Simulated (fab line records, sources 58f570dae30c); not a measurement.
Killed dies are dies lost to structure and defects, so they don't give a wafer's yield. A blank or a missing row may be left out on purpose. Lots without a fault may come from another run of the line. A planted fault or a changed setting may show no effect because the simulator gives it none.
One fault seen from 2 desks | flow berkeley_cmos170 | each desk has only its own numbers; what lay behind them comes last

THE METROLOGY DESK
What the gauges read, lot by lot, whatever tool the lot ran on: means of the sampled wafers that have a number. A lot is out of limits, marked OUT, if its mean lies more than 4 standard deviations from the usual mean; the brackets give that distance.
Columns: A = SCREENOX_OXIDE_THK at UCB170_SCREENOX_THK_MEAS_02, usual 14.40 nm; B = cd_nm at UCB170_PLDD_CD_MEAS_06, usual 1200.3 nm; C = PLDD_TW at UCB170_PLDD_TW_MEAS_11, usual 1008; D = cd_nm at UCB170_PSD_CD_MEAS_06, usual 1200.1 nm; E = PLDD_RS at UCB170_SDANNEAL_RS_MEAS_04, usual 1031 ohm/sq
lot  | first seen here | A     | B      | C               | D      | E
L986 | day 5 11:21     | 14.50 | 1202.2 | 1017            | 1203.1 | 1031
L985 | day 5 11:22     | 14.83 | 1200.2 | 1010            | 1199.8 | 1030
L988 | day 5 20:16     | 14.36 | 1198.7 | 1004            | 1200.6 | 1033
L987 | day 5 20:17     | 14.21 | 1200.4 | 1022            | 1199.2 | 1031
L989 | day 6 04:04     | 14.54 | 1198.8 | 1000            | 1200.8 | 1031
L991 | day 6 15:07     | 14.55 | 1198.3 | 997             | 1201.3 | 1028
L992 | day 7 07:32     | 14.13 | 1200.7 | 1000            | 1199.4 | 1033
L993 | day 7 07:32     | 14.23 | 1199.0 | 1016            | 1202.7 | 1034
L994 | day 7 15:35     | 14.56 | 1197.6 | 1018            | 1199.0 | 1032
L100 | day 8 17:02     | 14.48 | 1199.7 | 1015            | 1198.2 | 1029
L101 | day 8 17:04     | 14.31 | 1200.4 | 1094 (+10) OUT  | 1199.8 | 840 (-64) OUT
L103 | day 9 04:28     | 14.34 | 1202.1 | 1090 (+9.8) OUT | 1198.5 | 837 (-65) OUT
L105 | day 9 21:49     | 14.13 | 1201.6 | 1017            | 1200.8 | 1031
L108 | day 10 17:00    | 14.54 | 1201.1 | 1017            | 1200.6 | 1036
This desk's finding: out of limits on L101, L103; first on L101, day 9 17:19 (PLDD_TW at UCB170_PLDD_TW_MEAS_11). In limits: L986, L985, L988, L987, L989, L991, L992, L993, L994, L100, L105, L108.

THE TOOL OWNER'S DESK: implanter-01
The tool's own readings at UCB170_PLDD_IMPLANT_08: means of the sampled wafers that have a number, for each lot that ran on this tool. A lot is out of limits, marked OUT, if its mean lies more than 4 standard deviations from the usual mean; the brackets give that distance.
Columns: A = beam_on_s at UCB170_PLDD_IMPLANT_08, usual 10.00 s; B = dose_ions_cm2 at UCB170_PLDD_IMPLANT_08, usual 5e+13; C = faraday_current_uA at UCB170_PLDD_IMPLANT_08, usual 159
lot  | first seen here | A               | B                       | C
L985 | day 6 10:26     | 9.87            | 5e+13                   | 161
L991 | day 7 17:14     | 9.93            | 5e+13                   | 159
L101 | day 9 16:58     | 14.04 (+20) OUT | 8e+13 (+99 or more) OUT | 181 (+7.3) OUT
L103 | day 10 06:47    | 13.96 (+20) OUT | 8e+13 (+99 or more) OUT | 182 (+7.6) OUT
This desk's finding: out of limits on L101, L103; first on L101, day 9 16:58 (beam_on_s at UCB170_PLDD_IMPLANT_08). In limits: L985, L991.

PUT TOGETHER
The tool owner's desk could have raised an alarm at day 9 16:58, on L101, L103.
The metrology desk could have raised an alarm at day 9 17:19, on L101, L103.
Of the lots named, all ran UCB170_PLDD_IMPLANT_08 on implanter-01.

WHAT THE SIMULATOR HAD PUT IN
Process parameter drift: implanter-01, from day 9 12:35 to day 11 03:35, at UCB170_PLDD_IMPLANT_08. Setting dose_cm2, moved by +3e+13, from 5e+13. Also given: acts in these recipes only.
Lots struck among those shown: L101, L103.
Hours from the fault's start to each desk's first reading out of limits: the tool owner's desk, 4; the metrology desk, 5.
